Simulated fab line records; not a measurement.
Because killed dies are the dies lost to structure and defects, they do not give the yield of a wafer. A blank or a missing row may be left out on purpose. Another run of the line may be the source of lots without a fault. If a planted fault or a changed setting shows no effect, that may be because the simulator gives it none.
The tool behind it: which one? + flow berkeley_cmos170 + 13 lots with 37 wafers sampled at 6 steps, on a route of 331 steps

== WHAT EACH GAUGE READ, for each wafer ==
UCB170_V2_THK_MEAS_04.
| lot  | measured     | on            | V2_POLISHED_THK (nm) |
|------|--------------|---------------|----------------------|
| L618 | day 9 02:04  | film_metro-02 | 998.1 998.9 1001.8   |
| L617 | day 9 03:43  | film_metro-02 | 1001.2 998.4 1000.9  |
| L622 | day 10 03:57 | film_metro-02 | 999.2 998.8 1003.1   |
| L625 | day 10 16:03 | film_metro-04 | 999.4 999.6 1001.2   |
| L624 | day 10 17:32 | film_metro-02 | 999.8                |
| L626 | day 11 08:40 | film_metro-02 | 1001.2 1000.3 1001.2 |
| L629 | day 11 09:50 | film_metro-02 | 1001.3 1000.7 1000.1 |
| L631 | day 11 17:04 | film_metro-02 | 1000.0 1001.0 1001.4 |
| L630 | day 11 18:02 | film_metro-01 | 1000.8 1003.2 1000.3 |
| L633 | day 12 04:37 | film_metro-01 | 1002.2 1002.3 999.2  |
| L635 | day 12 18:25 | film_metro-04 | 1000.1 999.3 1000.8  |
| L639 | day 13 03:56 | film_metro-01 | 998.6 1000.3 999.4   |
| L637 | day 13 04:13 | film_metro-02 | 1002.5 1001.7 1001.6 |

UCB170_M3_RS_MEAS_02: a four-point-probe measurement.
| lot  | measured     | on            | M3_AL_RS (ohm/sq)    |
|------|--------------|---------------|----------------------|
| L618 | day 9 04:00  | film_metro-03 | 0.0323 0.0322 0.0324 |
| L617 | day 9 06:41  | film_metro-02 | 0.0326 0.0329 0.0327 |
| L622 | day 10 05:52 | film_metro-02 | 0.0316 0.0322 0.0317 |
| L625 | day 10 17:51 | film_metro-03 | 0.0318 0.0317 0.0315 |
| L624 | day 10 20:30 | film_metro-03 | 0.0355               |
| L626 | day 11 10:35 | film_metro-04 | 0.0323 0.0325 0.0325 |
| L629 | day 11 11:52 | film_metro-04 | 0.0323 0.0317 0.0324 |
| L631 | day 11 19:28 | film_metro-03 | 0.0325 0.0317 0.0326 |
| L630 | day 12 00:08 | film_metro-04 | 0.0322 0.0327 0.0320 |
| L633 | day 12 06:32 | film_metro-03 | 0.0325 0.0319 0.0320 |
| L635 | day 12 21:19 | film_metro-02 | 0.0324 0.0323 0.0319 |
| L639 | day 13 06:29 | film_metro-02 | 0.0329 0.0323 0.0327 |
| L637 | day 13 06:41 | film_metro-03 | 0.0318 0.0320 0.0323 |

UCB170_M3_THK_MEAS_03: measures by xrf.
| lot  | measured     | on            | M3_AL_THK (nm) |
|------|--------------|---------------|----------------|
| L618 | day 9 04:06  | film_metro-03 | 906 908 900    |
| L617 | day 9 06:47  | film_metro-02 | 894 883 892    |
| L622 | day 10 05:59 | film_metro-02 | 916 898 914    |
| L625 | day 10 17:57 | film_metro-03 | 909 910 918    |
| L624 | day 10 20:34 | film_metro-03 | 832            |
| L626 | day 11 10:41 | film_metro-04 | 897 890 888    |
| L629 | day 11 11:59 | film_metro-04 | 895 908 896    |
| L631 | day 11 19:35 | film_metro-03 | 898 916 895    |
| L630 | day 12 00:15 | film_metro-04 | 907 894 917    |
| L633 | day 12 06:38 | film_metro-03 | 898 913 911    |
| L635 | day 12 21:25 | film_metro-02 | 905 901 913    |
| L639 | day 13 06:35 | film_metro-02 | 884 902 889    |
| L637 | day 13 06:48 | film_metro-03 | 915 911 897    |

UCB170_M3_OVL_MEAS_16.
| lot  | measured     | on         | M3_OVL (nm) |
|------|--------------|------------|-------------|
| L618 | day 9 07:41  | overlay-02 | -9 -5 -6    |
| L617 | day 9 09:16  | overlay-02 | -5 -10 -4   |
| L622 | day 10 07:51 | overlay-01 | -3 0 -6     |
| L625 | day 10 20:37 | overlay-02 | -3 -6 -3    |
| L624 | day 10 23:23 | overlay-02 | -2          |
| L626 | day 11 12:31 | overlay-01 | 2 2 5       |
| L629 | day 11 14:22 | overlay-01 | 11 6 1      |
| L631 | day 11 22:44 | overlay-02 | -4 2 1      |
| L630 | day 12 03:11 | overlay-01 | -1 4 3      |
| L633 | day 12 08:30 | overlay-02 | -2 6 1      |
| L635 | day 13 00:13 | overlay-01 | 2 -5 -5     |
| L639 | day 13 08:42 | overlay-02 | -7 -9 -1    |
| L637 | day 13 09:03 | overlay-02 | 2 8 0       |

== WHAT TOOL EACH LOT RAN ON (gives the tool, then ch and the chambers of the sampled wafers, and finally the start) ==
| lot  | UCB170_M2_STRIP_19                   | UCB170_M3_SPUTTER_01         |
|------|--------------------------------------|------------------------------|
| L618 | plasma_asher-01 ch 0,1, day 9 01:13  | pvd_sputter-02, day 9 03:53  |
| L617 | plasma_asher-02 ch 0,1, day 9 02:52  | pvd_sputter-04, day 9 06:33  |
| L622 | plasma_asher-02 ch 0,1, day 10 03:06 | pvd_sputter-02, day 10 05:47 |
| L625 | plasma_asher-04 ch 0,1, day 10 15:12 | pvd_sputter-03, day 10 17:43 |
| L624 | plasma_asher-01 ch 0, day 10 16:42   | pvd_sputter-04, day 10 20:22 |
| L626 | plasma_asher-04 ch 0,1, day 11 07:44 | pvd_sputter-03, day 11 10:28 |
| L629 | plasma_asher-01 ch 0,1, day 11 08:47 | pvd_sputter-03, day 11 11:47 |
| L631 | plasma_asher-01 ch 0,1, day 11 16:09 | pvd_sputter-03, day 11 19:22 |
| L630 | plasma_asher-01 ch 0,1, day 11 17:10 | pvd_sputter-02, day 12 00:02 |
| L633 | plasma_asher-02 ch 0,1, day 12 03:45 | pvd_sputter-02, day 12 06:26 |
| L635 | plasma_asher-01 ch 0,1, day 12 17:34 | pvd_sputter-03, day 12 21:12 |
| L639 | plasma_asher-01 ch 0,1, day 13 02:56 | pvd_sputter-02, day 13 06:21 |
| L637 | plasma_asher-04 ch 0,1, day 13 03:20 | pvd_sputter-03, day 13 06:35 |
- UCB170_M2_STRIP_19: strips in O2.
- UCB170_M3_SPUTTER_01: material Al, target thk 900 nm, time 120 s.

== AS READ BY THE TOOLS THEMSELVES (means over the sampled wafers that have a number; for cases with no such wafer, the mark the record gives instead) ==
UCB170_M2_STRIP_19.
| lot  | tool            | drypump_motor_current_A (A) | oes_product_au (a.u.) |
|------|-----------------|-----------------------------|-----------------------|
| L618 | plasma_asher-01 | 6.2                         | 0.548                 |
| L617 | plasma_asher-02 | 6.0                         | 0.559                 |
| L622 | plasma_asher-02 | 6.0                         | 0.552                 |
| L625 | plasma_asher-04 | 5.7                         | 0.516                 |
| L624 | plasma_asher-01 | 6.3                         | 0.562                 |
| L626 | plasma_asher-04 | 5.7                         | 0.564                 |
| L629 | plasma_asher-01 | 6.2                         | 0.537                 |
| L631 | plasma_asher-01 | 6.3                         | 0.559                 |
| L630 | plasma_asher-01 | 6.3                         | 0.544                 |
| L633 | plasma_asher-02 | 5.9                         | 0.557                 |
| L635 | plasma_asher-01 | 6.2                         | 0.538                 |
| L639 | plasma_asher-01 | 6.3                         | 0.546                 |
| L637 | plasma_asher-04 | 5.4                         | 0.533                 |

UCB170_M3_SPUTTER_01.
| lot  | tool           | throttle_valve_pct (%) |
|------|----------------|------------------------|
| L618 | pvd_sputter-02 | 29.5                   |
| L617 | pvd_sputter-04 | 28.2                   |
| L622 | pvd_sputter-02 | 30.4                   |
| L625 | pvd_sputter-03 | 30.8                   |
| L624 | pvd_sputter-04 | 29.4                   |
| L626 | pvd_sputter-03 | 29.1                   |
| L629 | pvd_sputter-03 | 29.3                   |
| L631 | pvd_sputter-03 | 29.3                   |
| L630 | pvd_sputter-02 | 29.2                   |
| L633 | pvd_sputter-02 | 30.0                   |
| L635 | pvd_sputter-03 | 30.0                   |
| L639 | pvd_sputter-02 | 29.1                   |
| L637 | pvd_sputter-03 | 29.7                   |

== THE ANSWER, worked out from the rows above alone ==
Rule: what is usual is taken from the lots themselves. The widest of any qualifying gaps counts: lots, ordered by their means at a reading, are off when they make up no more than a third of the lots, leave a main group of 4 or more, and stand apart from it by 3 or more times the standard deviation of that group's means. The tables above print the reading to a certain number of digits; a main group whose means all agree to those digits is not used. A lot without any number at a reading at which 4 lots or more have one is off too. Any other lot the step has rows for is counted as sound. First the gauges in route order, then the tools' own readings, where a lot's mean is used as printed above. The first step at which some lot is off is used, and at that step the reading that is off furthest; a lot without a number counts as furthest.
Off: L624, seen at UCB170_M3_RS_MEAS_02 (M3_AL_RS). Main group: mean 0.0322 ohm/sq, sd 0.00029.
A tool fits if, at a process step before that reading, it ran every lot that is off, and no sound lot after the first of them. The gauges at UCB170_M3_RS_MEAS_02 are tried like those tools. One fits: pvd_sputter-04 at UCB170_M3_SPUTTER_01. A fault onset in the window from L617 (day 9 06:33, its last sound lot) to L624 (day 10 20:22, its first lot off) fits.

== WHAT HAD BEEN PUT IN BY THE SIMULATOR ==
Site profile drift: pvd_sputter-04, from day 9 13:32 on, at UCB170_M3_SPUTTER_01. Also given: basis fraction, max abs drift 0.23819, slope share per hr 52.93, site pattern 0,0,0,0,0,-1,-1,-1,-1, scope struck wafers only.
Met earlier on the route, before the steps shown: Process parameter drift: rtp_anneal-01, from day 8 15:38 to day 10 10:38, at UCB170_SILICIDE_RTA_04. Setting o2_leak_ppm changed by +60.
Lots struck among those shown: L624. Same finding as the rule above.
